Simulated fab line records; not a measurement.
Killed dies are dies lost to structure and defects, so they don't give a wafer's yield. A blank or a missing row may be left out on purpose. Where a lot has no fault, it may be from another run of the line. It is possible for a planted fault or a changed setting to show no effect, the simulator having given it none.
Tool commonality check -- flow berkeley cmos170 -- 14 lots, 42 wafers sampled

## REASON IT WAS OPENED
3 of 14 lots carry a flag on the reading NWELL_TW at UCB170_NWELL_TW_MEAS_16. Fault-free wafers read 1254, with a standard deviation of 6.2.
Rule: a lot is flagged when every wafer of it that has a number lies more than 4 standard deviations from that mean, or none has a number. The rest of the lots are taken to be sound.

lot,measured,on,"NWELL_TW, wafer by wafer",flag
L490,day 2 03:04,film metro-02,1257 1254 1253,
L491,day 2 10:19,film metro-02,1255 1250 1253,
L492,day 2 21:41,film metro-01,1242 1239 1248,
L493,day 3 04:52,film metro-01,1254 1245 1247,
L495,day 3 11:10,film metro-01,1254 1257 1247,
L494,day 3 11:12,film metro-02,1262 1264 1262,
L499,day 4 08:56,film metro-01,432 421 415,FLAGGED
L503,day 5 05:49,film metro-01,1252 1255 1254,
L504,day 5 08:01,film metro-01,408 418 409,FLAGGED
L505,day 5 08:17,film metro-03,393 382 398,FLAGGED
L507,day 6 02:21,film metro-03,1259 1255 1259,
L509,day 6 05:28,film metro-03,1248 1264 1255,
L511,day 6 21:23,film metro-01,1245 1252 1254,
L513,day 7 00:35,film metro-01,1258 1256 1257,
The numbers of the flagged lots are 408 on average: -846 against the usual, or -99 or more standard deviations.

## TOOL THAT RAN EACH LOT
The record keeps 1 process step preceding the reading, out of 331 steps on the route. In each cell: the tool, then ch and the chambers that the sampled wafers went through, then the start.
lot,flag,UCB170_NWELL_DEVELOP_11
L490,,"litho track-04 ch 0, day 2 02:00"
L491,,"litho track-03 ch 0, day 2 09:00"
L492,,"litho track-03 ch 0, day 2 21:00"
L493,,"litho track-04 ch 0, day 3 04:00"
L495,,"litho track-04 ch 0, day 3 10:00"
L494,,"litho track-01 ch 0, day 3 10:00"
L499,FLAGGED,"litho track-01 ch 0, day 4 08:00"
L503,,"litho track-04 ch 0, day 5 05:00"
L504,FLAGGED,"litho track-01 ch 0, day 5 07:00"
L505,FLAGGED,"litho track-01 ch 0, day 5 07:00"
L507,,"litho track-03 ch 0, day 6 01:00"
L509,,"litho track-04 ch 0, day 6 04:00"
L511,,"litho track-04 ch 0, day 6 20:00"
L513,,"litho track-04 ch 0, day 7 00:00"
What the steps here do:
- UCB170_NWELL_DEVELOP_11: develop time 45 s.
- UCB170_NWELL_TW_MEAS_16

## FLAGGED AGAINST TOTAL, ONE TOOL AT A TIME (gauges that did the reading follow at the end)
step,tool,lots run,flagged,share of the flagged lots,sound lots run after its first flagged lot
UCB170_NWELL_DEVELOP_11,litho track-01,4,3,all,0
UCB170_NWELL_DEVELOP_11,litho track-03,3,0,none,-
UCB170_NWELL_DEVELOP_11,litho track-04,7,0,none,-
UCB170_NWELL_TW_MEAS_16,film metro-01,8,2,some,"3 (L503,L511,L513)"
UCB170_NWELL_TW_MEAS_16,film metro-02,3,0,none,-
UCB170_NWELL_TW_MEAS_16,film metro-03,3,1,some,"2 (L507,L509)"

## WHAT THE TABLE PERMITS
1 row of the table ran every flagged lot: litho track-01 at UCB170_NWELL_DEVELOP_11.
- litho track-01 at UCB170_NWELL_DEVELOP_11 ran 4 lots, 3 of them flagged. Last sound lot L494 at day 3 10:00, first flagged lot L499 at day 4 08:00; a fault beginning in between fits.
Just one tool remains: litho track-01 at UCB170_NWELL_DEVELOP_11.

## WHAT HAD BEEN PUT IN BY THE SIMULATOR
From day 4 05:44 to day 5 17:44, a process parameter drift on litho track-01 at UCB170_NWELL_DEVELOP_11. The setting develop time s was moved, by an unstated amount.
Struck lots among those shown: L499, L504, L505. This agrees with what the rule above found.
